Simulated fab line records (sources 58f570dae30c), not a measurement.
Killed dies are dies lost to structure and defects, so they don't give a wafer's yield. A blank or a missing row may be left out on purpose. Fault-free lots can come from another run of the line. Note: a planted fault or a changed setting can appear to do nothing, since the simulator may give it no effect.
A lot that was struck, set against a sound lot    flow berkeley-cmos170    26 steps out of a route of 331
Sound: the wafers L766.1, L766.2, L766.5. The struck wafers were L771.2, L771.4, L771.5. The cause comes at the end.
Per side, at each step with rows, come the tool, then ch with its chambers, and then its first start. Under that, the readings that differ: sound wafers    struck wafers    difference of the means    sigmas: that difference in standard deviations of wafers without a fault.
alike: words and numbers the same on both sides, and readings whose means are apart by under 2 such deviations; not compared: readings that were withheld, readings missing a value for some wafer, numbers with overlapping values and no deviation given by the record, and bounds like >300 which may hide the same value.
The two part at a step that has a row with sigmas, a row that says differs or no value, or rows on one side only. Numbers that don't overlap but have no deviation are shown without sigmas and don't part them. A reading that every wafer of one side lacks parts them only if that side has two wafers or more.

first, 3 steps without rows for these wafers: UCB170_PVT_EXPOSE_03 (exposes mask NWELL, target cd 3000 nm); UCB170_PVT_PEB_04; UCB170_PVT_DEVELOP_05 (develop time 45 s).
UCB170_PVT_OVL_MEAS_06:
  struck on overlay-01, day 6 08:51; sound on overlay-02, day 5 10:32
  alike: PVT_OVL
then, 1 step without rows for these wafers: UCB170_PVT_IMPLANT_07.
UCB170_PVT_STRIP_08: strips in O2.
  sound on plasma-asher-01 ch 0,1, day 5 10:44; struck on plasma-asher-04 ch 0,1, day 6 09:02
  alike: drypump-motor-current-A, oes-product-au, strip-time-to-endpoint-s
  not compared: rf-hours-counter-h
UCB170_PVT_TW_MEAS_09:
  struck on film-metro-03, day 6 09:08; sound on film-metro-02, day 5 10:50
  alike: PVT_TW
then, 1 step without rows for these wafers: UCB170_GATE_WET_ETCH_00 (etches SiO2 in dHF, time 200 s).
UCB170_FIELD_THK_MEAS_91:
  struck on film-metro-03, day 6 09:16; sound on film-metro-03, day 5 10:58
  alike: FIELD_OXIDE_LEFT_2_THK
then, 1 step without rows for these wafers: UCB170_GATE_OXIDATION_01 (target thk 6.6 nm, ox time 1800 s).
UCB170_GATE_THK_MEAS_02:
  struck on film-metro-02, day 6 14:07; sound on film-metro-01, day 5 13:01
  alike: GATE_OXIDE_THK
then, 1 step without rows for these wafers: UCB170_GATE_ANNEAL_03 (time 1800 s).
UCB170_GATE_CVD_04: deposits poly-Si from SiH4, time 1440 s, target thk 214 nm.
  sound on lpcvd-01 ch 1, day 5 18:53; struck on lpcvd-01 ch 1, day 6 20:40
  alike: zone-power-centre-pct
UCB170_GATE_THK_MEAS_05:
  struck on film-metro-02, day 6 22:11; sound on film-metro-03, day 5 20:17
reading             sound              struck             difference  sigmas
GATE_POLY_THK (nm)  216.6 216.6 214.9  427.6 429.8 431.0  +213.4      +99 or more
then, 6 steps without rows for these wafers: UCB170_GATE_COAT_06; UCB170_GATE_COAT_07 (resist thk 900 nm); UCB170_GATE_SOFTBAKE_08 (time 60 s); UCB170_GATE_EXPOSE_09 (exposes mask POLY, target cd 350 nm); UCB170_GATE_PEB_10; UCB170_GATE_DEVELOP_11 (develop time 45 s).
UCB170_GATE_CD_MEAS_12: target cd 350 nm.
  struck on cd-sem-02, day 6 23:29; sound on cd-sem-01, day 5 21:25
  alike: cd-nm
UCB170_GATE_OVL_MEAS_13:
  struck on overlay-02, day 6 23:35; sound on overlay-02, day 5 21:32
  alike: GATE_OVL
UCB170_GATE_ETCH_14: etches BARC in N2/H2.
  sound on rie-diel-04 ch 0,1, day 5 21:35; struck on rie-diel-01 ch 2,3, day 6 23:37
  alike: drypump-motor-current-A, oes-product-au, throttle-valve-pct
UCB170_GATE_ETCH_15: etches poly-Si in HBr/Cl2, stops on SiO2, time 56.3 s, target depth 278.2 nm.
  sound on rie-si-01 ch 0,1,2, day 5 21:37; struck on rie-si-02 ch 0,1,3, day 6 23:40
reading                           sound              struck             difference  sigmas
oes-product-au (a.u.)             0.857 0.853 0.837  1.013 0.991 0.996  +0.151      +13
model.etch.depth-nm (nm)          216.6 216.7 214.8  286.7 275.4 279.7  +64.6       
model.GATE.feature-depth-nm (nm)  216.6 216.7 214.8  286.7 275.4 279.7  +64.6       
  alike: drypump-motor-current-A, throttle-valve-pct
  not compared: rf-hours-counter-h
UCB170_GATE_STRIP_16: strips in O2.
  sound on plasma-asher-02 ch 0,1, day 5 21:40; struck on plasma-asher-03 ch 0,1, day 6 23:43
reading                                   sound              struck             difference  sigmas
model.poly-Si_of_GATE_CVD_04.thk-nm (nm)  216.2 216.4 214.5  427.3 429.7 430.4  +213.4      
  alike: drypump-motor-current-A, oes-product-au
  not compared: rf-hours-counter-h
UCB170_GATE_CD_MEAS_90: target cd 350 nm.
  struck on cd-sem-01, day 6 23:50; sound on cd-sem-01, day 5 21:46
  alike: cd-nm

== WHERE THEY PART ==
Last at UCB170_GATE_ETCH_15 as far as this record goes, first at UCB170_GATE_THK_MEAS_05. Later steps at which nothing parts them and some readings are alike: UCB170_GATE_STRIP_16, UCB170_GATE_CD_MEAS_90.

WHY: the cause the simulator had injected
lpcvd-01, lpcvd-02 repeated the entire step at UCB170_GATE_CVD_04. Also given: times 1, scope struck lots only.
